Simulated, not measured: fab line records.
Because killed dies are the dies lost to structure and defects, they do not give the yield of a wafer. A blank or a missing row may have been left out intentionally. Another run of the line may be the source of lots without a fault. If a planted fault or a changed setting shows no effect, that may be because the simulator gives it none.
Code-filled problem report in 8D (eight disciplines) form ; flow berkeley-cmos170 ; the parts of the form that need people (team, actions taken, sign-off) are left out

1. THE PROBLEM
Mean PSD_RS at UCB170_SDANNEAL_RS_MEAS_02: 65.25 ohm/sq over 6 wafers in 2 lots; fault-free wafers: 75.47 ohm/sq, standard deviation 0.26. That is -39 standard deviations from the usual mean.
The step: measures by four-point-probe.
Seen first at day 8 17:23 on film-metro-02, wafer L725.1. At this step, 42 wafers from 14 lots have a number in the record. The rule behind "out" and "out of limits": a value lying over 4 standard deviations away from the usual mean. All remaining wafers that have a number are taken as sound.

2. WHAT IT IS; WHAT IT IS NOT
question;is;is not
which readings at this step;PSD_RS;-
which lots;L725, L726;L718, L719, L720, L721, L722, L723, L724, L734, L736, L738, L739, L740
which wafers of those lots;all that have a number;-
read on which gauges;film-metro-02;film-metro-01, film-metro-03
when;from day 8 17:23;"up to then (21 sound wafers); but 15 sound wafers of L734, L736, L738, L739, L740 came after"

3. THE SUSPECTS, EACH WITH WHAT RULES IT OUT
Counting: a tool stays on the suspect list if, at a process step up to the reading, it processed all lots that are out and no sound lot following the first of them.
- ruled out: the gauge at UCB170_SDANNEAL_RS_MEAS_02. All the wafers that are out were read on film-metro-02, but those of them that UCB170_SDANNEAL_RTA_01 has rows for are out there too, on other tools.
- rtp-anneal-02 at UCB170_SDANNEAL_RTA_01 (time 5 s): ruled out as a lasting fault. After its first lot that is out, L725 (day 8 17:20), sound lots L740 ran on it.
Left after counting: nothing in the record.

4. THE CAUSE (what the simulator had put in)
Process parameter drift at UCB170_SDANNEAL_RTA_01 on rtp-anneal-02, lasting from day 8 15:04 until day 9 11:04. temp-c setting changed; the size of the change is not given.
Counting ruled it out, wrongly: the rule takes a fault to strike every lot that its tool runs from its start on, and this one did not.

5. SEQUENCE OF EFFECTS, ordered by route
Each row: a reading where the mean over the struck wafers with a number is more than 3 standard deviations away from the usual. Only readings for which the record gives a usual standard deviation are gone through. hours: the time from each lot's start at the first step in this table that gives one to its start at this step, as a median over the lots. sigmas: the change in usual standard deviations.
hours;step;reading;usual;on struck wafers;change;sigmas
0;UCB170_SDANNEAL_RTA_01;wafer_temp_C_max;1055.7;1081.6;+25.9;+22
0;UCB170_SDANNEAL_RS_MEAS_02;PSD_RS;75.47 ohm/sq;65.25;-10.22;-39
0;UCB170_SDANNEAL_RS_MEAS_03;NSD_RS;37.27 ohm/sq;35.67;-1.60;-19
0;UCB170_SDANNEAL_RS_MEAS_04;PLDD_RS;1032 ohm/sq;1009;-23;-7.5
The process steps in it:
- UCB170_SDANNEAL_RTA_01: time 5 s.

6. WHAT WOULD HAVE CAUGHT IT SOONER
2 hours passed between the start of the fault at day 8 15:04 and the first reading out of limits at a measuring or inspecting step in this record, taken at day 8 17:23.
At UCB170_SDANNEAL_RTA_01, the tool's own readings (wafer_temp_C_max) were out on each struck wafer the step has a row for, so an alarm limit on them would have fired on the first such wafer.
